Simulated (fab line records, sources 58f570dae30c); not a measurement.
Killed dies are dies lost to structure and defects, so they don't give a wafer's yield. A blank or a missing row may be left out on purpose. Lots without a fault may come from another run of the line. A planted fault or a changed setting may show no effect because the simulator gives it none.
Which tool did it? | flow berkeley_cmos170 | 7 lots, 21 wafers sampled, at 2 steps of a route of 331

WHAT THE GAUGES READ, wafer by wafer
UCB170_NWELL_THK_MEAS_05.
lot  | measured    | on            | NWELL_NITRIDE_THK (nm)
L837 | day 2 05:06 | film_metro-02 | 233.7 231.5 231.5
L839 | day 3 00:50 | film_metro-04 | 228.2 227.9 228.5
L841 | day 3 08:33 | film_metro-02 | 227.8 225.2 226.7
L843 | day 3 18:34 | film_metro-02 | 138.5 138.7 139.0
L852 | day 5 11:31 | film_metro-02 | 227.8 228.7 228.2
L857 | day 6 16:44 | film_metro-03 | 229.7 228.8 228.3
L859 | day 7 04:10 | film_metro-03 | 233.9 232.0 232.1

WHICH TOOL RAN EACH LOT (tool, then ch and the chambers of the sampled wafers, then the start)
lot  | UCB170_NWELL_CVD_04
L837 | lpcvd-02 ch 1, day 2 03:08
L839 | lpcvd-02 ch 0, day 2 22:54
L841 | lpcvd-01 ch 0, day 3 06:37
L843 | lpcvd-02 ch 1, day 3 15:40
L852 | lpcvd-01 ch 1, day 5 09:35
L857 | lpcvd-02 ch 0, day 6 14:48
L859 | lpcvd-02 ch 0, day 7 02:14
- UCB170_NWELL_CVD_04: deposits Si3N4 from SiH2Cl2/NH3, target thk 224 nm, time 3360 s.

THE ANSWER, worked out from the rows above alone
Rule: what is usual is taken from the lots themselves. Put in order of their means at a reading, lots are off if they are a third of the lots or fewer, leave a main group of 4 or more, and stand apart from it by a gap of 3 or more times the standard deviation of the main group's means; of several such gaps the widest counts. A main group whose means are all the same, to the digits that the tables above print for the reading, isn't used. A lot without any number at a reading at which 4 lots or more have one is off too. The other lots that the step has rows for count as sound.
Off: L843, at UCB170_NWELL_THK_MEAS_05 (NWELL_NITRIDE_THK). The main group: mean 229.5 nm, standard deviation 2.2.
A tool fits if, at a process step before that reading, it ran every lot that is off, and no sound lot after the first of them. The gauges at UCB170_NWELL_THK_MEAS_05 are tried like those tools. None of those tried fits.

WHAT THE SIMULATOR HAD PUT IN
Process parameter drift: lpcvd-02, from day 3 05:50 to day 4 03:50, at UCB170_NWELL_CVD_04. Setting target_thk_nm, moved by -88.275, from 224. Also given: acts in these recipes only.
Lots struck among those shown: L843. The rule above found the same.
